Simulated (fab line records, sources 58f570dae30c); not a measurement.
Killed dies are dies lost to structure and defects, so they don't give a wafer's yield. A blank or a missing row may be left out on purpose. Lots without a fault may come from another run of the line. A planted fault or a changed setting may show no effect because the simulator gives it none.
Which tool did it? | flow berkeley_cmos170 | 14 lots, 42 wafers sampled, at 6 steps of a route of 331

WHAT THE GAUGES READ, wafer by wafer
UCB170_PVT_TW_MEAS_09.
lot  | measured     | on            | PVT_TW
L931 | day 6 22:56  | film_metro-02 | 499 504 501
L932 | day 6 23:38  | film_metro-02 | 501 501 500
L930 | day 6 23:46  | film_metro-03 | 514 514 515
L934 | day 7 02:31  | film_metro-03 | 515 513 516
L933 | day 7 02:47  | film_metro-03 | 518 514 517
L935 | day 8 02:47  | film_metro-02 | 499 500 502
L936 | day 8 02:55  | film_metro-01 | 516 514 514
L937 | day 8 03:03  | film_metro-02 | 499 501 500
L938 | day 8 03:13  | film_metro-02 | 499 498 500
L941 | day 8 09:31  | film_metro-01 | 520 512 519
L940 | day 8 09:49  | film_metro-02 | 500 501 500
L939 | day 8 09:54  | film_metro-03 | 519 514 516
L946 | day 9 15:53  | film_metro-01 | 512 512 512
L948 | day 10 12:06 | film_metro-02 | 504 504 503

UCB170_NLDD_CD_MEAS_06: target cd 1200 nm.
lot  | measured     | on        | cd_nm (nm)
L931 | day 7 17:08  | cd_sem-01 | 1199.6 1199.3 1199.2
L932 | day 7 16:07  | cd_sem-01 | 1199.0 1199.7 1198.7
L930 | day 7 16:29  | cd_sem-02 | 1200.9 1198.8 1199.6
L934 | day 7 16:55  | cd_sem-01 | 1201.5 1201.2 1201.2
L933 | day 7 17:16  | cd_sem-01 | 1199.9 1198.8 1200.2
L935 | day 8 16:58  | cd_sem-01 | 1197.2 1198.6 1200.1
L936 | day 8 16:22  | cd_sem-01 | 1199.8 1200.2 1199.6
L937 | day 8 16:24  | cd_sem-02 | 1200.2 1199.5 1199.5
L938 | day 8 16:42  | cd_sem-02 | 1201.7 1203.1 1202.7
L941 | day 9 03:47  | cd_sem-01 | 1202.1 1200.4 1199.9
L940 | day 9 04:11  | cd_sem-01 | 1198.6 1198.3 1198.5
L939 | day 9 04:27  | cd_sem-01 | 1200.1 1200.2 1201.2
L946 | day 10 11:19 | cd_sem-01 | 1198.8 1198.1 1199.0
L948 | day 11 10:19 | cd_sem-01 | 1199.8 1199.0 1199.3

UCB170_M3_RS_MEAS_02: measures by four-point-probe.
lot  | measured     | on            | M3_AL_RS (ohm/sq)
L931 | day 9 08:43  | film_metro-01 | 0.0322 0.0324 0.0325
L932 | day 9 08:23  | film_metro-04 | 0.0321 0.0324 0.0323
L930 | day 9 08:56  | film_metro-03 | 0.0325 0.0320 0.0324
L934 | day 9 08:27  | film_metro-01 | 0.0325 0.0322 0.0327
L933 | day 9 06:33  | film_metro-01 | 0.0326 0.0323 0.0325
L935 | day 10 05:06 | film_metro-03 | 0.0319 0.0322 0.0323
L936 | day 10 02:21 | film_metro-01 | 0.0321 0.0323 0.0321
L937 | day 10 04:01 | film_metro-04 | 0.0319 0.0328 0.0327
L938 | day 10 04:33 | film_metro-04 | 0.0324 0.0326 0.0327
L941 | day 10 13:11 | film_metro-04 | 0.0324 0.0326 0.0321
L940 | day 10 13:24 | film_metro-03 | 0.0321 0.0322 0.0322
L939 | day 10 13:30 | film_metro-01 | 0.0323 0.0327 0.0326
L946 | day 11 22:43 | film_metro-04 | 0.0314 0.0420 0.0319 0.0314 0.0419 0.0318
L948 | day 12 17:14 | film_metro-04 | 0.0320 0.0422 0.0425 0.0319 0.0423 0.0426

UCB170_M3_THK_MEAS_03: measures by xrf.
lot  | measured     | on            | M3_AL_THK (nm)
L931 | day 9 08:49  | film_metro-01 | 911 902 899
L932 | day 9 08:29  | film_metro-04 | 920 908 906
L930 | day 9 09:01  | film_metro-03 | 914 929 915
L934 | day 9 08:34  | film_metro-01 | 897 908 894
L933 | day 9 06:40  | film_metro-01 | 896 901 897
L935 | day 10 05:12 | film_metro-03 | 922 913 913
L936 | day 10 02:28 | film_metro-01 | 903 908 908
L937 | day 10 04:08 | film_metro-04 | 912 889 894
L938 | day 10 04:39 | film_metro-04 | 900 901 889
L941 | day 10 13:19 | film_metro-04 | 896 897 904
L940 | day 10 13:31 | film_metro-03 | 917 918 913
L939 | day 10 13:37 | film_metro-01 | 904 896 903
L946 | day 12 01:12 | film_metro-04 | 936 700 914 927 704 920
L948 | day 12 21:38 | film_metro-04 | 924 699 691 921 691 697

WHICH TOOL RAN EACH LOT (tool, then ch and the chambers of the sampled wafers, then the start)
lot  | UCB170_PVT_STRIP_08                  | UCB170_M3_SPUTTER_01
L931 | plasma_asher-01 ch 0,1, day 6 22:50  | pvd_sputter-01, day 9 08:32
L932 | plasma_asher-02 ch 0,1, day 6 23:33  | pvd_sputter-04, day 9 08:16
L930 | plasma_asher-04 ch 0,1, day 6 23:40  | pvd_sputter-04, day 9 08:38
L934 | plasma_asher-04 ch 0,1, day 7 02:25  | pvd_sputter-03, day 9 08:22
L933 | plasma_asher-01 ch 0,1, day 7 02:41  | pvd_sputter-01, day 9 06:28
L935 | plasma_asher-04 ch 0,1, day 8 02:42  | pvd_sputter-04, day 10 04:59
L936 | plasma_asher-02 ch 0,1, day 8 02:49  | pvd_sputter-04, day 10 02:16
L937 | plasma_asher-04 ch 0,1, day 8 02:56  | pvd_sputter-01, day 10 03:55
L938 | plasma_asher-02 ch 0,1, day 8 03:08  | pvd_sputter-03, day 10 04:26
L941 | plasma_asher-04 ch 0,1, day 8 09:25  | pvd_sputter-01, day 10 13:06
L940 | plasma_asher-02 ch 0, day 8 09:42    | pvd_sputter-03, day 10 13:18
L939 | plasma_asher-01 ch 0,1, day 8 09:48  | pvd_sputter-04, day 10 13:25
L946 | plasma_asher-04 ch 0,1, day 9 15:47  | pvd_sputter-03, day 11 22:38
L948 | plasma_asher-01 ch 0,1, day 10 12:01 | pvd_sputter-03, day 12 17:07
- UCB170_PVT_STRIP_08: strips in O2.
- UCB170_M3_SPUTTER_01: material Al, target thk 900 nm, time 120 s.

WHAT THE TOOLS THEMSELVES READ (means of the sampled wafers that have a number; where no wafer has one, the mark that the record gives instead)
UCB170_PVT_STRIP_08.
lot  | tool            | drypump_motor_current_A (A) | oes_product_au (a.u.) | strip_time_to_endpoint_s (s)
L931 | plasma_asher-01 | 5.8                         | 0.735                 | 21.73
L932 | plasma_asher-02 | 5.4                         | 0.730                 | 21.73
L930 | plasma_asher-04 | 5.6                         | 0.735                 | 21.85
L934 | plasma_asher-04 | 5.6                         | 0.733                 | 21.77
L933 | plasma_asher-01 | 5.8                         | 0.736                 | 21.87
L935 | plasma_asher-04 | 5.6                         | 0.734                 | 21.77
L936 | plasma_asher-02 | 5.4                         | 0.732                 | 21.74
L937 | plasma_asher-04 | 5.6                         | 0.739                 | 21.75
L938 | plasma_asher-02 | 5.4                         | 0.735                 | 21.67
L941 | plasma_asher-04 | 5.6                         | 0.736                 | 21.81
L940 | plasma_asher-02 | 4.8                         | 0.732                 | 21.78
L939 | plasma_asher-01 | 5.8                         | 0.734                 | 21.68
L946 | plasma_asher-04 | 5.6                         | 0.733                 | 21.80
L948 | plasma_asher-01 | 5.8                         | 0.741                 | 21.74

UCB170_M3_SPUTTER_01.
lot  | tool           | cathode_dc_power_W (W) | throttle_valve_pct (%)
L931 | pvd_sputter-01 | 6000.3                 | 30.1
L932 | pvd_sputter-04 | 6000.0                 | 30.1
L930 | pvd_sputter-04 | 6000.5                 | 30.6
L934 | pvd_sputter-03 | 5999.7                 | 30.4
L933 | pvd_sputter-01 | 6000.1                 | 29.8
L935 | pvd_sputter-04 | 5999.7                 | 29.6
L936 | pvd_sputter-04 | 6000.7                 | 30.1
L937 | pvd_sputter-01 | 5999.1                 | 29.3
L938 | pvd_sputter-03 | 6000.9                 | 28.9
L941 | pvd_sputter-01 | 6000.3                 | 29.7
L940 | pvd_sputter-03 | 5999.7                 | 30.2
L939 | pvd_sputter-04 | 5999.7                 | 29.9
L946 | pvd_sputter-03 | 5999.6                 | 29.9
L948 | pvd_sputter-03 | 6000.7                 | 29.0

THE ANSWER, worked out from the rows above alone
Rule: what is usual is taken from the lots themselves. Put in order of their means at a reading, lots are off if they are a third of the lots or fewer, leave a main group of 4 or more, and stand apart from it by a gap of 3 or more times the standard deviation of the main group's means; of several such gaps the widest counts. A main group whose means are all the same, to the digits that the tables above print for the reading, isn't used. A lot without any number at a reading at which 4 lots or more have one is off too. The other lots that the step has rows for count as sound. The gauges are gone through in route order, then the tools' own readings, and for those a lot's mean is taken as printed above. The first step at which some lot is off is used, and at that step the reading that is off furthest; a lot without a number counts as furthest.
Off: L946, L948, at UCB170_M3_RS_MEAS_02 (M3_AL_RS). The main group: mean 0.0324 ohm/sq, standard deviation 0.00014.
A tool fits if, at a process step before that reading, it ran every lot that is off, and no sound lot after the first of them. The gauges at UCB170_M3_RS_MEAS_02 are tried like those tools. Can't be told from this: 2 tools fit, pvd_sputter-03 at UCB170_M3_SPUTTER_01, film_metro-04 at UCB170_M3_RS_MEAS_02.

WHAT THE SIMULATOR HAD PUT IN
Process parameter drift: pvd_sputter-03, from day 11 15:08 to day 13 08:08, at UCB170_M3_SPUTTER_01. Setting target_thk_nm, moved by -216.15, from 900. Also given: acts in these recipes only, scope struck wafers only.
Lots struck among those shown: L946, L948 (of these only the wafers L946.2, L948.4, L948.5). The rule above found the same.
